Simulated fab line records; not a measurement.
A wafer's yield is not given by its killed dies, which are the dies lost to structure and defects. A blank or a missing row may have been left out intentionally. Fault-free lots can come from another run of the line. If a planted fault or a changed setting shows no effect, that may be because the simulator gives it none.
The tool behind it: which one? | flow berkeley_cmos170 | 13 lots, 39 wafers sampled, at 5 steps of a route of 331

== WHAT EACH GAUGE READ, for each wafer ==
UCB170_PWELL_THK_MEAS_06. Usual: PWELL_NITRIDE_THK 218.7 nm, standard deviation 2.6.
lot  | measured    | on            | PWELL_NITRIDE_THK (nm) | flag
L283 | day 2 19:31 | film_metro-03 | 218.2 217.7 216.5      |
L284 | day 3 02:44 | film_metro-01 | 218.1 216.6 216.5      |
L285 | day 3 07:55 | film_metro-04 | 222.1 222.0 222.1      |
L287 | day 3 19:00 | film_metro-01 | 220.8 219.2 222.2      |
L289 | day 4 09:44 | film_metro-01 | 221.0 221.1 219.8      |
L290 | day 4 17:25 | film_metro-04 | 217.5 217.9 218.1      |
L292 | day 4 17:26 | film_metro-03 | 217.1 217.4 217.5      |
L298 | day 6 08:14 | film_metro-01 | 215.8 214.3 214.5      |
L300 | day 6 13:10 | film_metro-04 | 217.3 219.0 217.1      |
L302 | day 6 21:47 | film_metro-01 | 213.8 215.4 213.3      |
L304 | day 7 09:35 | film_metro-03 | 216.1 216.8 217.3      |
L305 | day 7 17:05 | film_metro-03 | 222.0 221.1 222.0      |
L306 | day 7 17:06 | film_metro-01 | 222.8 224.1 224.5      |

UCB170_ACTIVE_THK_MEAS_03. Usual: ACTIVE_OXIDE_THK 26.3 nm, standard deviation 0.42.
lot  | measured    | on            | ACTIVE_OXIDE_THK (nm) | flag
L283 | day 3 18:52 | film_metro-02 | 26.4 26.7 26.6        |
L284 | day 4 03:08 | film_metro-02 | 26.2 25.7 26.1        |
L285 | day 4 03:10 | film_metro-03 | 27.4 27.2 27.3        |
L287 | day 4 14:13 | film_metro-01 | 26.5 26.5 26.8        |
L289 | day 5 06:41 | film_metro-03 | 26.8 26.4 26.5        |
L290 | day 5 15:42 | film_metro-01 | 26.4 26.2 26.2        |
L292 | day 5 15:40 | film_metro-02 | 26.7 26.4 25.9        |
L298 | day 7 06:56 | film_metro-01 | 25.7 26.2 26.2        |
L300 | day 7 06:58 | film_metro-02 | 26.3 26.6 26.2        |
L302 | day 7 16:23 | film_metro-01 | 25.5 25.3 25.6        |
L304 | day 8 05:18 | film_metro-01 | 25.7 26.2 26.2        |
L305 | day 8 12:13 | film_metro-01 | 26.0 26.2 26.0        |
L306 | day 8 12:17 | film_metro-01 | 26.0 25.3 25.8        |

UCB170_ACTIVE_CD_MEAS_13: the cd target is 1200 nm. Usual: 1199.8 nm for cd_nm, sd 1.8.
lot  | measured    | on        | cd_nm (nm)           | flag
L283 | day 4 03:31 | cd_sem-01 | 1201.8 1201.5 1202.6 |
L284 | day 4 12:45 | cd_sem-02 | 1198.9 1196.3 1197.1 |
L285 | day 4 12:55 | cd_sem-01 | 1197.8 1197.2 1198.5 |
L287 | day 4 21:28 | cd_sem-02 | 1200.1 1199.2 1199.5 |
L289 | day 5 12:15 | cd_sem-02 | 1184.5 1185.2 1185.0 | OFF
L290 | day 6 03:27 | cd_sem-01 | 1185.8 1185.2 1187.5 | OFF
L292 | day 6 02:40 | cd_sem-01 | 1200.3 1200.9 1199.0 |
L298 | day 7 14:01 | cd_sem-02 | 1199.1 1197.7 1198.5 |
L300 | day 7 13:51 | cd_sem-02 | 1200.8 1200.6 1200.0 |
L302 | day 8 00:53 | cd_sem-01 | 1202.0 1201.4 1201.9 |
L304 | day 8 13:46 | cd_sem-01 | 1199.6 1199.6 1199.4 |
L305 | day 8 21:56 | cd_sem-02 | 1200.9 1201.4 1201.1 |
L306 | day 8 22:41 | cd_sem-02 | 1199.1 1200.3 1199.2 |

== WHAT TOOL EACH LOT RAN ON (gives the tool, then ch and the chambers of the sampled wafers, and finally the start) ==
lot  | UCB170_PWELL_STRIP_16               | UCB170_ACTIVE_SOFTBAKE_09
L283 | plasma_asher-01 ch 0,1, day 2 20:57 | litho_track-03 ch 0, day 4 02:58
L284 | plasma_asher-03 ch 0,1, day 3 04:16 | litho_track-03 ch 0, day 4 12:01
L285 | plasma_asher-02 ch 0,1, day 3 09:14 | litho_track-04 ch 0, day 4 12:07
L287 | plasma_asher-02 ch 0,1, day 3 20:11 | litho_track-04 ch 0, day 4 20:41
L289 | plasma_asher-03 ch 0,1, day 4 11:05 | litho_track-04 ch 0, day 5 11:22
L290 | plasma_asher-03 ch 0,1, day 4 18:46 | litho_track-04 ch 0, day 6 01:58
L292 | plasma_asher-03 ch 0,1, day 4 19:10 | litho_track-03 ch 0, day 6 01:41
L298 | plasma_asher-02 ch 1, day 6 09:25   | litho_track-02 ch 0, day 7 13:10
L300 | plasma_asher-02 ch 0,1, day 6 14:37 | litho_track-03 ch 0, day 7 13:09
L302 | plasma_asher-01 ch 0,1, day 6 23:41 | litho_track-02 ch 0, day 8 00:13
L304 | plasma_asher-01 ch 0,1, day 7 11:32 | litho_track-03 ch 0, day 8 13:05
L305 | plasma_asher-03 ch 0,1, day 7 19:14 | litho_track-03 ch 0, day 8 21:16
L306 | plasma_asher-01 ch 0,1, day 7 18:58 | litho_track-02 ch 0, day 8 21:29
- UCB170_PWELL_STRIP_16: strips in O2.
- UCB170_ACTIVE_SOFTBAKE_09: time 60 s.

== AS READ BY THE TOOLS THEMSELVES (means over the sampled wafers that have a number; for cases with no such wafer, the mark the record gives instead) ==
UCB170_PWELL_STRIP_16. Usual: drypump_motor_current_A 5.4 A, standard deviation 0.41; oes_product_au 0.721 a.u., standard deviation 0.0051; strip_time_to_endpoint_s 18.10 s, standard deviation 0.061.
lot  | tool            | drypump_motor_current_A (A) | oes_product_au (a.u.) | strip_time_to_endpoint_s (s) | flag
L283 | plasma_asher-01 | 5.2                         | 0.716                 | 18.03                        |
L284 | plasma_asher-03 | 5.4                         | 0.723                 | 18.08                        |
L285 | plasma_asher-02 | 5.3                         | 0.723                 | 18.13                        |
L287 | plasma_asher-02 | 5.4                         | 0.724                 | 18.06                        |
L289 | plasma_asher-03 | 5.7                         | 0.719                 | 18.07                        |
L290 | plasma_asher-03 | 5.7                         | 0.722                 | 18.15                        |
L292 | plasma_asher-03 | 5.7                         | 0.716                 | 18.12                        |
L298 | plasma_asher-02 | 5.3                         | 0.716                 | 18.07                        |
L300 | plasma_asher-02 | 5.3                         | 0.716                 | 18.11                        |
L302 | plasma_asher-01 | 5.5                         | 0.720                 | 18.07                        |
L304 | plasma_asher-01 | 5.2                         | 0.725                 | 18.09                        |
L305 | plasma_asher-03 | 5.7                         | 0.719                 | 18.08                        |
L306 | plasma_asher-01 | 5.5                         | 0.717                 | 18.11                        |

UCB170_ACTIVE_SOFTBAKE_09. Usual: heater_power_total_W 56.80 W, standard deviation 0.041; plate_temp_C 130.03 C, standard deviation 0.15.
lot  | tool           | heater_power_total_W (W) | plate_temp_C (C) | flag
L283 | litho_track-03 | 56.80                    | 130.30           |
L284 | litho_track-03 | 56.81                    | 130.04           |
L285 | litho_track-04 | 56.79                    | 130.14           |
L287 | litho_track-04 | 56.81                    | 130.08           |
L289 | litho_track-04 | 59.16                    | 134.16           | OFF
L290 | litho_track-04 | 59.18                    | 134.11           | OFF
L292 | litho_track-03 | 56.81                    | 129.70           |
L298 | litho_track-02 | 56.84                    | 130.11           |
L300 | litho_track-03 | 56.81                    | 129.97           |
L302 | litho_track-02 | 56.77                    | 129.90           |
L304 | litho_track-03 | 56.76                    | 130.02           |
L305 | litho_track-03 | 56.77                    | 130.15           |
L306 | litho_track-02 | 56.76                    | 130.11           |

== THE ANSWER, worked out from the rows above alone ==
Rule: take the mean of a lot's wafers that have a number; if it is more than 3 standard deviations from the usual mean, the lot is off. A lot without any number at a reading at which 4 lots or more have one is off too. Where the step has rows for the other lots, those lots are counted as sound. After the gauges, taken in route order, come the tools' own readings; for these a lot's mean is taken, as printed above. The first step at which some lot is off is used, and at that step the reading that is off furthest; a lot without a number counts as furthest.
Off at UCB170_ACTIVE_CD_MEAS_13 (cd_nm): L289, L290.
If a tool, at a process step before that reading, ran all the lots that are off and no sound lot after the first of them, it fits. The gauges at UCB170_ACTIVE_CD_MEAS_13 aren't tried: what is off there is off at UCB170_ACTIVE_SOFTBAKE_09 too, on other tools, and a gauge's error can't cause that. One candidate fits, namely litho_track-04 at UCB170_ACTIVE_SOFTBAKE_09. A fault onset in the window from L287 (day 4 20:41, its last sound lot) to L289 (day 5 11:22, its first lot off) fits.
The tool's own readings at UCB170_ACTIVE_SOFTBAKE_09 bear it out: on the lots that are off they differ by more than 5 times the standard deviation of the sound lots' means. heater_power_total_W reads 59.17 W there against 56.79 W on the sound lots; plate_temp_C reads 134.13 C there against 130.05 C on the sound lots.

== WHAT WAS PUT IN BY THE SIMULATOR ==
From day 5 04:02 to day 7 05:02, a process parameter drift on litho_track-04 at UCB170_ACTIVE_SOFTBAKE_09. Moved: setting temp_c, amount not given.
Shown lots that were struck: L289, L290. The rule above reached the same finding.
